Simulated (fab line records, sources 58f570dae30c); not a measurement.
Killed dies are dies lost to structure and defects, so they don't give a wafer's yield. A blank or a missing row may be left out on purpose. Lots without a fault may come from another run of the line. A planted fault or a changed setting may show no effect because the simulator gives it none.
A struck lot beside a sound one | flow berkeley_cmos170 | 36 steps out of a route of 331
Sound: wafers L141.2, L141.5, L141.6. Struck: wafers L143.2, L143.5, L143.6. The cause comes at the end.
At each step with rows: each side's tool, then ch and its chambers, then its first start. Under that, the readings that differ: sound wafers | struck wafers | difference of the means | sigmas: that difference in standard deviations of wafers without a fault.
alike: readings whose means differ by less than 2 such deviations, and words and numbers that are the same on both sides. not compared: withheld readings, readings that some wafer has no value for, bounds like >300 that may hide the same value, and numbers for which the record gives no deviation and whose values overlap.
The two part at a step that has a row with sigmas, a row that says differs or no value, or rows on one side only. Numbers that don't overlap but have no deviation are shown without sigmas and don't part them. A reading that every wafer of one side lacks parts them only if that side has two wafers or more.

UCB170_SPACER_CVD_00: deposits SiO2 from TEOS/O2, target thk 376 nm, time 47 s.
  sound on pecvd-03 ch 1,2, day 9 06:08; struck on pecvd-04 ch 0,1,2, day 10 04:29
  alike: heater_power_w
UCB170_SPACER_THK_MEAS_01:
  sound on film_metro-04, day 9 06:11; struck on film_metro-02, day 10 04:32
  reading              | sound       | struck      | difference | sigmas
  SPACER_TEOS_THK (nm) | 364 375 375 | 379 387 390 | +14        | +3
then, 8 steps without rows for these wafers: UCB170_SPACER_ANNEAL_02 (time 1800 s); UCB170_SPACER_ETCHBACK_03 (etches SiO2 in CHF3/CF4/Ar, stops on Si, target depth 376 nm, time 100 s); UCB170_PSD_HMDS_00 (prime time 60 s); UCB170_PSD_COAT_01 (resist thk 900 nm); UCB170_PSD_SOFTBAKE_02 (time 60 s); UCB170_PSD_EXPOSE_03 (exposes mask PSELECT MOD, target cd 1200 nm); UCB170_PSD_PEB_04; UCB170_PSD_DEVELOP_05 (develop time 45 s).
UCB170_PSD_CD_MEAS_06: target cd 1200 nm.
  sound on cd_sem-01, day 9 11:29; struck on cd_sem-02, day 10 08:41
  reading    | sound                | struck               | difference | sigmas
  cd_nm (nm) | 1199.0 1199.3 1198.3 | 1202.5 1202.9 1202.2 | +3.7       | +2
UCB170_PSD_OVL_MEAS_07:
  sound on overlay-01, day 9 11:35; struck on overlay-01, day 10 08:47
  alike: PSD_OVL
UCB170_PSD_IMPLANT_08:
  sound on implanter-02 ch 0, day 9 11:38; struck on implanter-03 ch 0, day 10 08:50
  reading            | sound          | struck            | difference | sigmas
  beam_on_s (s)      | 9.74 9.93 9.97 | 7.90 7.99 8.09    | -1.89      | -9
  faraday_current_uA | 9489 9327 9278 | 11715 11587 11434 | +2214      | +12
UCB170_PSD_STRIP_09: strips in O2.
  sound on plasma_asher-02 ch 0,1, day 9 11:46; struck on plasma_asher-04 ch 0,1, day 10 08:58
  reading                      | sound             | struck            | difference | sigmas
  oes_product_au (a.u.)        | 0.609 0.594 0.610 | 0.638 0.632 0.638 | +0.032     | +7
  strip_time_to_endpoint_s (s) | 29.38 29.44 29.50 | 26.70 26.77 26.74 | -2.70      | -39
  alike: chamber_pressure_mTorr, drypump_motor_current_A
  not compared: rf_hours_counter_h
UCB170_PSD_TW_MEAS_10:
  sound on film_metro-03, day 9 11:53; struck on film_metro-03, day 10 09:18
  reading | sound          | struck         | difference | sigmas
  PSD_TW  | 2329 2320 2345 | 2154 2151 2154 | -178       | -5
  not compared: hold
then, 6 steps without rows for these wafers: UCB170_NSD_HMDS_00 (prime time 60 s); UCB170_NSD_COAT_01 (resist thk 900 nm); UCB170_NSD_SOFTBAKE_02 (time 60 s); UCB170_NSD_EXPOSE_03 (exposes mask NSELECT MOD, target cd 1200 nm); UCB170_NSD_PEB_04; UCB170_NSD_DEVELOP_05 (develop time 45 s).
UCB170_NSD_CD_MEAS_06: target cd 1200 nm.
  sound on cd_sem-01, day 9 16:14; struck on cd_sem-01, day 10 15:50
  alike: cd_nm
UCB170_NSD_OVL_MEAS_07:
  sound on overlay-02, day 9 16:20; struck on overlay-01, day 10 15:57
  reading      | sound     | struck | difference | sigmas
  NSD_OVL (nm) | -7 -14 -8 | 4 6 9  | +16        | +3
then, 1 step without rows for these wafers: UCB170_NSD_IMPLANT_08.
UCB170_NSD_STRIP_09: strips in O2.
  sound on plasma_asher-04 ch 0,1, day 9 16:31; struck on plasma_asher-04 ch 0,1, day 10 16:21
  alike: chamber_pressure_mTorr, drypump_motor_current_A, oes_product_au, strip_time_to_endpoint_s
  not compared: rf_hours_counter_h
UCB170_NSD_TW_MEAS_10:
  sound on film_metro-02, day 9 16:38; struck on film_metro-03, day 10 16:32
  alike: NSD_TW
then, 4 steps without rows for these wafers: UCB170_NSD_CLEAN_11 (cleans in SPM, time 600 s); UCB170_BACKSIDE_HMDS_00 (prime time 60 s); UCB170_BACKSIDE_COAT_01 (resist thk 900 nm); UCB170_BACKSIDE_SOFTBAKE_02 (time 60 s).
UCB170_BACKSIDE_STRIP_03: strips in O2.
  sound on plasma_asher-02 ch 0,1, day 9 17:18; struck on plasma_asher-03 ch 0,1, day 10 17:26
  alike: chamber_pressure_mTorr, drypump_motor_current_A, oes_product_au, strip_time_to_endpoint_s
  not compared: rf_hours_counter_h
then, 1 step without rows for these wafers: UCB170_BACKSIDE_CLEAN_04 (cleans in SPM, time 600 s).
UCB170_SDANNEAL_RTA_00: time 10 s.
  sound on rtp_anneal-02 ch 0, day 9 19:06; struck on rtp_anneal-02 ch 0, day 10 17:46
  alike: lamp_power_pct, wafer_temp_C_max
UCB170_SDANNEAL_RTA_01: time 5 s.
  sound on rtp_anneal-02 ch 0, day 9 19:10; struck on rtp_anneal-02 ch 0, day 10 17:50
  alike: lamp_power_pct, wafer_temp_C_max
UCB170_SDANNEAL_RS_MEAS_02: measures by four-point-probe.
  sound on film_metro-03, day 9 19:14; struck on film_metro-02, day 10 18:11
  reading         | sound          | struck         | difference | sigmas
  PSD_RS (ohm/sq) | 75.5 75.6 75.3 | 90.1 89.8 89.8 | +14.4      | +47
  not compared: hold
UCB170_M3_PROBE_99:
  the record has rows for the sound wafers here (prober-02, day 10 20:05) and none for the struck ones

WHERE THEY PART
First at UCB170_SPACER_THK_MEAS_01; last, within this record, at UCB170_M3_PROBE_99.

WHY: what the simulator had put in
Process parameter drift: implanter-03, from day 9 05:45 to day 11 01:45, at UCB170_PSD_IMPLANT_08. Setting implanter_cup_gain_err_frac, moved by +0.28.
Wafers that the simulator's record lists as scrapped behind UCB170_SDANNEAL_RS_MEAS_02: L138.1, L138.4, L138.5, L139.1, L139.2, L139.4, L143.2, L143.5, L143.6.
